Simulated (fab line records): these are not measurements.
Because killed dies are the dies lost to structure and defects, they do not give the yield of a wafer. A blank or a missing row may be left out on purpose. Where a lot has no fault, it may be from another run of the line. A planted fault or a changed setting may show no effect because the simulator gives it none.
fab line records + flow ritCmos
[record]
- lots = 7
- wafers = 21
- lastDay = 7
route steps=202 shown WELLDRIVE@50 NWELL@51 PWELL@52 NRETRO@53 PRETRO@64 GATE@75
lots that met no fault: from a run of the same line without faults
startH: hours from the record's opening day to when the first of the lot's shown wafers began + waitH: hours from the lot's prior step to this one + " as in the row above + L1.1+2: several wafers, shown together as one row + - either no value or no given start + * or withheld: withheld + < > ~ a bound
route shown NAME@n: NAME is a module with steps in the file, n the number in the route of the first one + usual: mean/standard deviation taken from wafers without a fault + same: alike in all rows + chamber/n: place in a boat + sites: the reading at each site + _std_site: the values' standard deviation + _edge_site: inner sites' mean taken away from outer sites' mean + radiusMm: how far each site lies from the wafer's centre + mask NAME#n: copy n + behind: the most recent tool/chamber to have shaped the wafer + hold: cause of the lot's hold/its duration in hours/its outcome + device: the transistor (n, p or np) that didn't switch + end of line: the route-end tests of the same wafers + a step with no rows: only its recipe + killed: dies that structure and defects cost at the first sort, which is not the same as the wafer's yield + map: dies across one wafer; x = killed, . = not, _ = none there
set.NAME: the setting that was run; set.NAME@STEP: the one run at that earlier step + model.NAME: the simulator's own value behind a step, which no gauge read
certain route steps with their lots: each step a table, each wafer a row
services: a tool's chamber out of use, with start hour (startH, from the record's first day; less than 0 if before it), hours out, and reason
[[steps]]
[step RIT_WELLDRIVE_ANNEAL_00]
[recipe]
- tempC = 1100
- timeS = 14700
- ambient = N2
[step RIT_WELLDRIVE_RS_MEAS_01]
[recipe]
- thkMeasGauge = four-point-probe
[usual]
- NWELL_RS = 275.1/0.76
| lot.wafer | tool         | chamber | startH | waitH | NWELL_RS[ohm/sq] |
|-----------|--------------|---------|--------|-------|------------------|
| L225.3    | filmMetro-04 | -       | 43.30  | 0.0   | 276.4            |
| L225.4    | "            | -       | "      | "     | 276.6            |
| L225.5    | "            | -       | "      | "     | 277.0            |
| L226.1    | filmMetro-04 | -       | 48.60  | 0.0   | 273.9            |
| L226.3    | "            | -       | "      | "     | 274.4            |
| L226.4    | "            | -       | "      | "     | 274.0            |
| L228.3    | filmMetro-03 | -       | 59.99  | 0.0   | 273.7            |
| L228.4    | "            | -       | "      | "     | 274.9            |
| L228.6    | "            | -       | "      | "     | 274.6            |
| L229.2    | filmMetro-03 | -       | 65.06  | 0.0   | 274.5            |
| L229.4    | "            | -       | "      | "     | 274.9            |
| L229.6    | "            | -       | "      | "     | 275.3            |
| L230.1    | filmMetro-04 | -       | 69.51  | 0.0   | 274.9            |
| L230.2    | "            | -       | "      | "     | 276.0            |
| L230.3    | "            | -       | "      | "     | 275.6            |
| L239.1    | filmMetro-04 | -       | 115.11 | 0.0   | 275.3            |
| L239.3    | "            | -       | "      | "     | 274.6            |
| L239.4    | "            | -       | "      | "     | 274.4            |
| L241.1    | filmMetro-01 | -       | 129.35 | 0.0   | 275.3            |
| L241.2    | "            | -       | "      | "     | 275.4            |
| L241.4    | "            | -       | "      | "     | 274.9            |
[step RIT_WELLDRIVE_RS_MEAS_02]
[recipe]
- thkMeasGauge = four-point-probe
[usual]
- PWELL_RS = 428.7/1
| lot.wafer | tool         | chamber | startH | waitH | PWELL_RS[ohm/sq] |
|-----------|--------------|---------|--------|-------|------------------|
| L225.3    | filmMetro-04 | -       | 43.42  | 0.1   | 429.0            |
| L225.4    | "            | -       | "      | "     | 427.7            |
| L225.5    | "            | -       | "      | "     | 428.6            |
| L226.1    | filmMetro-04 | -       | 48.72  | 0.1   | 430.1            |
| L226.3    | "            | -       | "      | "     | 430.2            |
| L226.4    | "            | -       | "      | "     | 429.5            |
| L228.3    | filmMetro-03 | -       | 60.11  | 0.1   | 426.6            |
| L228.4    | "            | -       | "      | "     | 427.8            |
| L228.6    | "            | -       | "      | "     | 428.3            |
| L229.2    | filmMetro-03 | -       | 65.18  | 0.1   | 427.8            |
| L229.4    | "            | -       | "      | "     | 428.3            |
| L229.6    | "            | -       | "      | "     | 428.6            |
| L230.1    | filmMetro-04 | -       | 69.63  | 0.1   | 429.4            |
| L230.2    | "            | -       | "      | "     | 428.7            |
| L230.3    | "            | -       | "      | "     | 430.6            |
| L239.1    | filmMetro-04 | -       | 115.23 | 0.1   | 429.1            |
| L239.3    | "            | -       | "      | "     | 429.5            |
| L239.4    | "            | -       | "      | "     | 430.1            |
| L241.1    | filmMetro-01 | -       | 129.47 | 0.1   | 428.0            |
| L241.2    | "            | -       | "      | "     | 428.9            |
| L241.4    | "            | -       | "      | "     | 429.2            |
[step RIT_NRETRO_HMDS_00]
[recipe]
- primeTimeS = 60
- primeTempC = 140
[step RIT_NRETRO_COAT_01]
[recipe]
- resist = NOVOLAK
- spinRpm = 2000
- resistThkNm = 1300
[step RIT_NRETRO_SOFTBAKE_02]
[recipe]
- resist = NOVOLAK
- tempC = 90
- timeS = 60
[step RIT_NRETRO_EXPOSE_03]
[recipe]
- maskId = M4
- na = 0.57
- targetCdNm = 43900
- doseMj = 250
[step RIT_NRETRO_PEB_04]
[recipe]
- resist = NOVOLAK
- tempC = withheld
- timeS = withheld
[step RIT_NRETRO_DEVELOP_05]
[recipe]
- resist = NOVOLAK
- developTimeS = 68
- devTempC = 23
[step RIT_NRETRO_OVL_MEAS_06]
[usual]
- NRETRO_OVL = -0.4/1.3
| lot.wafer | tool       | chamber | startH | waitH | NRETRO_OVL[nm] |
|-----------|------------|---------|--------|-------|----------------|
| L225.3    | overlay-02 | -       | 44.39  | -     | -0.8           |
| L225.4    | "          | -       | "      | "     | -0.2           |
| L225.5    | "          | -       | "      | "     | 0.4            |
| L226.1    | overlay-01 | -       | 49.84  | -     | -0.8           |
| L226.3    | "          | -       | "      | "     | 0.1            |
| L226.4    | "          | -       | "      | "     | 0.1            |
| L228.3    | overlay-02 | -       | 61.21  | -     | -0.8           |
| L228.4    | "          | -       | "      | "     | -0.5           |
| L228.6    | "          | -       | "      | "     | 0.5            |
| L229.2    | overlay-01 | -       | 66.34  | -     | -0.4           |
| L229.4    | "          | -       | "      | "     | 1.3            |
| L229.6    | "          | -       | "      | "     | 0.0            |
| L230.1    | overlay-02 | -       | 70.75  | -     | -1.1           |
| L230.2    | "          | -       | "      | "     | -1.6           |
| L230.3    | "          | -       | "      | "     | -3.0           |
| L239.1    | overlay-01 | -       | 116.35 | -     | -0.5           |
| L239.3    | "          | -       | "      | "     | -1.0           |
| L239.4    | "          | -       | "      | "     | -2.3           |
| L241.1    | overlay-01 | -       | 130.60 | -     | 0.5            |
| L241.2    | "          | -       | "      | "     | -2.2           |
| L241.4    | "          | -       | "      | "     | -0.3           |
[step RIT_NRETRO_HARDBAKE_07]
[recipe]
- resist = NOVOLAK
- tempC = 140
- timeS = 120
[step RIT_NRETRO_IMPLANT_08]
[recipe]
- species = P
- energyKev = 70
- doseCm2 = 1e+13
- tiltDeg = 7
[step RIT_NRETRO_STRIP_09]
[recipe]
- chemistry = O2
- timeS = 180
- resist = NOVOLAK
- platenTempC = withheld
- powerW = 500
- pressureMtorr = 4000
- o2FlowSccm = 4000
[usual]
- chamberPressureMTorr = 4000/3.6
- drypumpMotorCurrentA = 5.6/0.56
| lot.wafer | tool           | chamber | startH | waitH | chamberPressureMTorr | drypumpMotorCurrentA | rfHoursCounterH | model.NOVOLAK_of_NRETRO_COAT_01.thkNm |
|-----------|----------------|---------|--------|-------|----------------------|----------------------|-----------------|---------------------------------------|
| L225.3    | plasmaAsher-03 | 1       | 44.88  | 0.1   | 4006                 | 5.1                  | -               | 0                                     |
| L225.4    | "              | 0       | "      | "     | 4003                 | 6.3                  | -               | 0                                     |
| L225.5    | "              | 1       | "      | "     | 3997                 | 5.1                  | -               | 0                                     |
| L226.1    | plasmaAsher-02 | 0       | 50.28  | 0.1   | 4002                 | 5.3                  | 40              | 0                                     |
| L226.3    | "              | 0       | "      | "     | 4001                 | 5.3                  | -               | 0                                     |
| L226.4    | "              | 1       | "      | "     | 4000                 | 6.2                  | -               | 0                                     |
| L228.3    | plasmaAsher-02 | 0       | 61.69  | 0.1   | -                    | -                    | -               | 1137                                  |
| L228.4    | "              | 1       | "      | "     | -                    | -                    | -               | 1139                                  |
| L228.6    | "              | 1       | "      | "     | -                    | -                    | -               | 1137                                  |
| L229.2    | plasmaAsher-02 | 0       | 66.77  | 0.1   | -                    | -                    | -               | 1140                                  |
| L229.4    | "              | 0       | "      | "     | -                    | -                    | -               | 1137                                  |
| L229.6    | "              | 1       | "      | "     | -                    | -                    | -               | 1138                                  |
| L230.1    | plasmaAsher-01 | 1       | 71.19  | 0.1   | -                    | -                    | -               | 1138                                  |
| L230.2    | "              | 0       | "      | "     | -                    | -                    | -               | 1140                                  |
| L230.3    | "              | 0       | "      | "     | -                    | -                    | -               | 1138                                  |
| L239.1    | plasmaAsher-03 | 1       | 116.79 | 0.1   | 4001                 | 5.0                  | 46              | 0                                     |
| L239.3    | "              | 1       | "      | "     | 4001                 | 5.0                  | -               | 0                                     |
| L239.4    | "              | 0       | "      | "     | 3995                 | 6.3                  | -               | 0                                     |
| L241.1    | plasmaAsher-01 | 0       | 131.07 | 0.1   | 3999                 | 5.2                  | 33              | 0                                     |
| L241.2    | "              | 1       | "      | "     | 4003                 | 4.8                  | 33              | 0                                     |
| L241.4    | "              | 1       | "      | "     | 4002                 | 4.8                  | -               | 0                                     |
[step RIT_NRETRO_TW_MEAS_10]
[usual]
- NRETRO_TW = 1052/9.6
| lot.wafer | tool         | chamber | startH | waitH | NRETRO_TW |
|-----------|--------------|---------|--------|-------|-----------|
| L225.3    | filmMetro-01 | -       | 45.01  | 0.1   | 1045      |
| L225.4    | "            | -       | "      | "     | 1049      |
| L225.5    | "            | -       | "      | "     | 1052      |
| L226.1    | filmMetro-01 | -       | 50.45  | 0.1   | 1055      |
| L226.3    | "            | -       | "      | "     | 1049      |
| L226.4    | "            | -       | "      | "     | 1054      |
| L228.3    | filmMetro-02 | -       | 61.83  | 0.1   | 1061      |
| L228.4    | "            | -       | "      | "     | 1058      |
| L228.6    | "            | -       | "      | "     | 1060      |
| L229.2    | filmMetro-02 | -       | 66.96  | 0.1   | 1067      |
| L229.4    | "            | -       | "      | "     | 1065      |
| L229.6    | "            | -       | "      | "     | 1067      |
| L230.1    | filmMetro-01 | -       | 71.36  | 0.1   | 1045      |
| L230.2    | "            | -       | "      | "     | 1046      |
| L230.3    | "            | -       | "      | "     | 1047      |
| L239.1    | filmMetro-03 | -       | 116.97 | 0.1   | 1043      |
| L239.3    | "            | -       | "      | "     | 1046      |
| L239.4    | "            | -       | "      | "     | 1044      |
| L241.1    | filmMetro-03 | -       | 131.24 | 0.1   | 1049      |
| L241.2    | "            | -       | "      | "     | 1043      |
| L241.4    | "            | -       | "      | "     | 1039      |
[step RIT_PRETRO_HMDS_00]
[recipe]
- primeTimeS = 60
- primeTempC = 140
[step RIT_PRETRO_COAT_01]
[recipe]
- resist = NOVOLAK
- spinRpm = 2000
- resistThkNm = 1300
[step RIT_PRETRO_SOFTBAKE_02]
[recipe]
- resist = NOVOLAK
- tempC = 90
- timeS = 60
[step RIT_PRETRO_EXPOSE_03]
[recipe]
- maskId = M5
- na = 0.57
- targetCdNm = 43700
- doseMj = 250
[step RIT_PRETRO_PEB_04]
[recipe]
- resist = NOVOLAK
- tempC = withheld
- timeS = withheld
[step RIT_PRETRO_DEVELOP_05]
[recipe]
- resist = NOVOLAK
- developTimeS = 68
- devTempC = 23
[step RIT_PRETRO_OVL_MEAS_06]
[usual]
- PRETRO_OVL = -1.2/1.2
| lot.wafer | tool       | chamber | startH | waitH | PRETRO_OVL[nm] |
|-----------|------------|---------|--------|-------|----------------|
| L225.3    | overlay-02 | -       | 46.07  | -     | 0.5            |
| L225.4    | "          | -       | "      | "     | -1.4           |
| L225.5    | "          | -       | "      | "     | -0.7           |
| L226.1    | overlay-02 | -       | 51.39  | -     | 0.1            |
| L226.3    | "          | -       | "      | "     | -1.8           |
| L226.4    | "          | -       | "      | "     | 0.4            |
| L228.3    | overlay-01 | -       | 62.76  | -     | -0.6           |
| L228.4    | "          | -       | "      | "     | -0.7           |
| L228.6    | "          | -       | "      | "     | -0.9           |
| L229.2    | overlay-02 | -       | 67.89  | -     | 0.9            |
| L229.4    | "          | -       | "      | "     | -0.9           |
| L229.6    | "          | -       | "      | "     | 0.4            |
| L230.1    | overlay-02 | -       | 72.30  | -     | -1.1           |
| L230.2    | "          | -       | "      | "     | -0.7           |
| L230.3    | "          | -       | "      | "     | -0.4           |
| L239.1    | overlay-02 | -       | 118.03 | -     | -3.0           |
| L239.3    | "          | -       | "      | "     | -1.2           |
| L239.4    | "          | -       | "      | "     | -0.7           |
| L241.1    | overlay-01 | -       | 132.31 | -     | -1.1           |
| L241.2    | "          | -       | "      | "     | -0.8           |
| L241.4    | "          | -       | "      | "     | -0.2           |
[step RIT_PRETRO_HARDBAKE_07]
[recipe]
- resist = NOVOLAK
- tempC = 140
- timeS = 120
[step RIT_PRETRO_IMPLANT_08]
[recipe]
- species = B
- energyKev = 45
- doseCm2 = 1.2e+13
- tiltDeg = 7
[step RIT_PRETRO_STRIP_09]
[recipe]
- chemistry = O2
- timeS = 180
- resist = NOVOLAK
- platenTempC = withheld
- powerW = 500
- pressureMtorr = 4000
- o2FlowSccm = 4000
[usual]
- chamberPressureMTorr = 4000/4.3
- drypumpMotorCurrentA = 5.4/0.68
| lot.wafer | tool           | chamber | startH | waitH | chamberPressureMTorr | drypumpMotorCurrentA | rfHoursCounterH |
|-----------|----------------|---------|--------|-------|----------------------|----------------------|-----------------|
| L225.3    | plasmaAsher-01 | 0       | 46.55  | 0.1   | 4005                 | 5.2                  | -               |
| L225.4    | "              | 1       | "      | "     | 4002                 | 4.8                  | -               |
| L225.5    | "              | 1       | "      | "     | 3996                 | 4.8                  | -               |
| L226.1    | plasmaAsher-01 | 1       | 51.83  | 0.1   | 3999                 | 4.8                  | 26              |
| L226.3    | "              | 0       | "      | "     | 4002                 | 5.2                  | -               |
| L226.4    | "              | 1       | "      | "     | 3999                 | 4.8                  | -               |
| L228.3    | plasmaAsher-03 | 1       | 63.31  | 0.1   | 3999                 | 5.0                  | -               |
| L228.4    | "              | 0       | "      | "     | 4003                 | 6.3                  | -               |
| L228.6    | "              | 0       | "      | "     | 4002                 | 6.3                  | -               |
| L229.2    | plasmaAsher-04 | 1       | 68.32  | 0.1   | 3998                 | 6.5                  | 44              |
| L229.4    | "              | 1       | "      | "     | 4004                 | 6.5                  | -               |
| L229.6    | "              | 0       | "      | "     | 3997                 | 5.0                  | -               |
| L230.1    | plasmaAsher-01 | 0       | 72.74  | 0.1   | 3998                 | 5.2                  | 28              |
| L230.2    | "              | 1       | "      | "     | 4004                 | 4.8                  | 28              |
| L230.3    | "              | 0       | "      | "     | 3997                 | 5.2                  | -               |
| L239.1    | plasmaAsher-03 | 0       | 118.47 | 0.1   | 3999                 | 6.3                  | 46              |
| L239.3    | "              | 1       | "      | "     | 4004                 | 5.1                  | -               |
| L239.4    | "              | 0       | "      | "     | 3991                 | 6.3                  | -               |
| L241.1    | plasmaAsher-04 | 0       | 132.74 | 0.1   | 4009                 | 5.0                  | 50              |
| L241.2    | "              | 1       | "      | "     | 4002                 | 6.6                  | 50              |
| L241.4    | "              | 0       | "      | "     | 3995                 | 5.0                  | -               |
[step RIT_PRETRO_TW_MEAS_10]
[usual]
- PRETRO_TW = 477/3.6
| lot.wafer | tool         | chamber | startH | waitH | PRETRO_TW |
|-----------|--------------|---------|--------|-------|-----------|
| L225.3    | filmMetro-02 | -       | 46.69  | 0.1   | 484       |
| L225.4    | "            | -       | "      | "     | 482       |
| L225.5    | "            | -       | "      | "     | 481       |
| L226.1    | filmMetro-01 | -       | 52.00  | 0.1   | 474       |
| L226.3    | "            | -       | "      | "     | 476       |
| L226.4    | "            | -       | "      | "     | 475       |
| L228.3    | filmMetro-04 | -       | 63.44  | 0.1   | 30        |
| L228.4    | "            | -       | "      | "     | 30        |
| L228.6    | "            | -       | "      | "     | 30        |
| L229.2    | filmMetro-02 | -       | 68.51  | 0.1   | 30        |
| L229.4    | "            | -       | "      | "     | 30        |
| L229.6    | "            | -       | "      | "     | 30        |
| L230.1    | filmMetro-02 | -       | 72.91  | 0.1   | 30        |
| L230.2    | "            | -       | "      | "     | 30        |
| L230.3    | "            | -       | "      | "     | 30        |
| L239.1    | filmMetro-02 | -       | 118.64 | 0.1   | 484       |
| L239.3    | "            | -       | "      | "     | 482       |
| L239.4    | "            | -       | "      | "     | 483       |
| L241.1    | filmMetro-01 | -       | 132.92 | 0.1   | 471       |
| L241.2    | "            | -       | "      | "     | 470       |
| L241.4    | "            | -       | "      | "     | 472       |
[step RIT_GATE_WET_ETCH_00]
[recipe]
- chemistry = BOE
- target = SiO2
- targetDepthNm = 56
- timeS = 60
- dry = n2Spin
- dilution = 10:1
- tempC = 21.5
[[services]]
| tool           | chamber | startH | hours | kind      |
|----------------|---------|--------|-------|-----------|
| plasmaAsher-04 | -       | 39.45  | 0.6   | repair    |
| plasmaAsher-01 | -       | 73.99  | 2.6   | repair    |
| plasmaAsher-02 | -       | 108.75 | 9.0   | pm        |
| plasmaAsher-02 | 0       | 108.75 | 9.0   | ventCycle |
| plasmaAsher-02 | 1       | 108.75 | 9.0   | ventCycle |
| plasmaAsher-03 | -       | 111.94 | 2.0   | repair    |
| plasmaAsher-02 | 0       | 117.75 | -     | clean     |
| plasmaAsher-02 | 1       | 117.75 | -     | clean     |
[[key]]
[firstSign]
- step = RIT_NRETRO_STRIP_09
- reading = toolRecord
- direction = missing
[effect]
- step = RIT_PRETRO_TW_MEAS_10
- reading = PRETRO_TW
- direction = down
- sigmas = 99+
- usual = 477
- struck = 30
[modelEffect]
- step = RIT_NRETRO_STRIP_09
- value = NOVOLAK_of_NRETRO_COAT_01.thkNm
- without = 0
- struck = 1138
metAt RIT_NRETRO_STRIP_09
struckWafers L228.3,L228.4,L228.6,L229.2,L229.4,L229.6,L230.1,L230.2,L230.3
laterRowsLeftOut L228.3,L228.4,L228.6,L229.2,L229.4,L229.6,L230.1,L230.2,L230.3
sortLeftOut L228.3,L228.4,L228.6,L229.2,L229.4,L229.6,L230.1,L230.2,L230.3
testerLeftOut L228,L229,L230
onsetBetween 50.28 61.69
[fault]
- kind = skippedStepWhole
- tool = plasmaAsher-01,plasmaAsher-02
- chamber = -
- onsetH = 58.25
- steps = RIT_NRETRO_STRIP_09
- scope = struckLotsOnly
// testerLeftOut: of these lots the tester's yield and bins aren't shown, on N5 and GAA mostly nor the transistor test; their killed dies are dies lost to structure and defects alone, not to doping, threshold or leakage, so they don't give the yield
// sortLeftOut: the simulated sort isn't trusted on such a fault, so these wafers' sort isn't shown, and their yield isn't known
// laterRowsLeftOut: the simulator's readings of these wafers behind a module that went badly wrong aren't trusted and aren't shown, but for the sort
